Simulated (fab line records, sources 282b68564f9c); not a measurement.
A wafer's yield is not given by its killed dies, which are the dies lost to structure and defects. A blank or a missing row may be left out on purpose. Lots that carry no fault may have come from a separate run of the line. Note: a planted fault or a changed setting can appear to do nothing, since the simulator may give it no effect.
2 desks, one fault | flow rit cmos | each desk holds nothing but its own numbers, with what lay behind them at the end

## DESK OF THE TOOL OWNER: implanter-03
The tool's own readings at RIT_PRETRO_IMPLANT_08: means of the sampled wafers that have a number, for each lot that ran on this tool. The brackets show how far a lot's mean lies from the usual mean; more than 4 standard deviations puts the lot out of limits, marked OUT.
Columns: A = beam on s at RIT_PRETRO_IMPLANT_08, usual 10.03 s; B = dose ions cm2 at RIT_PRETRO_IMPLANT_08, usual 1.1996e+13; C = faraday current uA at RIT_PRETRO_IMPLANT_08, usual 37.9; D = tilt deg at RIT_PRETRO_IMPLANT_08, usual 7.003 degrees
lot  | first seen here | A     | B                            | C              | D
L299 | day 2 12:59     | 10.18 | 1.1997e+13                   | 37.6           | 6.984
L300 | day 2 18:01     | 10.10 | 1.1984e+13                   | 37.7           | 6.989
L318 | day 6 13:22     | 10.10 | 8.0320e+12 (-99 or more) OUT | 25.3 (-17) OUT | 6.984
L320 | day 6 20:47     | 10.02 | 8.0443e+12 (-99 or more) OUT | 25.5 (-17) OUT | 7.012
This desk finds L318, L320 out of limits, L318 being first, at day 6 13:22 (dose ions cm2 at RIT_PRETRO_IMPLANT_08). In limits: L299, L300.

## THE METROLOGY DESK
Lot by lot, what the gauges showed, no matter which tool ran the lot: averages of those sampled wafers that carry a number. The brackets show how far a lot's mean lies from the usual mean; more than 4 standard deviations puts the lot out of limits, marked OUT.
Columns: A = FOX2_OXIDE_THK at RIT_FOX2_THK_MEAS_01, usual 347 nm; B = PRETRO_TW at RIT_PRETRO_TW_MEAS_10, usual 476.1; C = NLDD_OVL at RIT_NLDD_OVL_MEAS_06, usual -0.6 nm
lot  | first seen here | A   | B               | C
L298 | day 1 18:41     | 357 | 477.5           | -0.6
L299 | day 2 00:31     | 333 | 471.8           | -0.7
L300 | day 2 04:23     | 343 | 478.0           | -0.5
L301 | day 2 10:17     | 350 | 477.3           | 0.7
L302 | day 2 14:20     | 342 | 476.4           | -1.5
L303 | day 2 21:07     | 346 | 477.4           | -1.0
L305 | day 3 05:54     | 354 | 475.9           | -1.2
L306 | day 3 10:50     | 343 | 475.6           | -1.3
L308 | day 3 20:23     | 342 | 473.8           | 0.8
L309 | day 4 01:27     | 351 | 472.7           | -2.0
L311 | day 4 11:23     | 341 | 477.9           | 0.5
L317 | day 5 18:54     | 352 | 475.3           | -0.3
L318 | day 6 00:51     | 351 | 420.0 (-21) OUT | -3.0
L320 | day 6 08:19     | 344 | 418.8 (-21) OUT | -1.3
This desk reports L318, L320 out of limits; the earliest was L318 at day 6 13:38 (PRETRO_TW at RIT_PRETRO_TW_MEAS_10). In limits: L298, L299, L300, L301, L302, L303, L305, L306, L308, L309, L311, L317.

## BROUGHT TOGETHER
The tool owner's desk could have raised an alarm at day 6 13:22, on L318, L320.
Metrology desk: alarm possible at day 6 13:38 on L318, L320.
Of the lots named, all ran RIT_PRETRO_IMPLANT_08 on implanter-03.

## WHAT THE SIMULATOR HAD PUT IN
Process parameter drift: implanter-03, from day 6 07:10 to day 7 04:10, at RIT_PRETRO_IMPLANT_08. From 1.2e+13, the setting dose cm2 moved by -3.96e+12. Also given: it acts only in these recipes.
Struck lots among those shown: L318, L320.
Delay (hours) between the fault's onset and each desk's first out-of-limits reading: 6 at the tool owner's desk, 6 at the metrology desk.
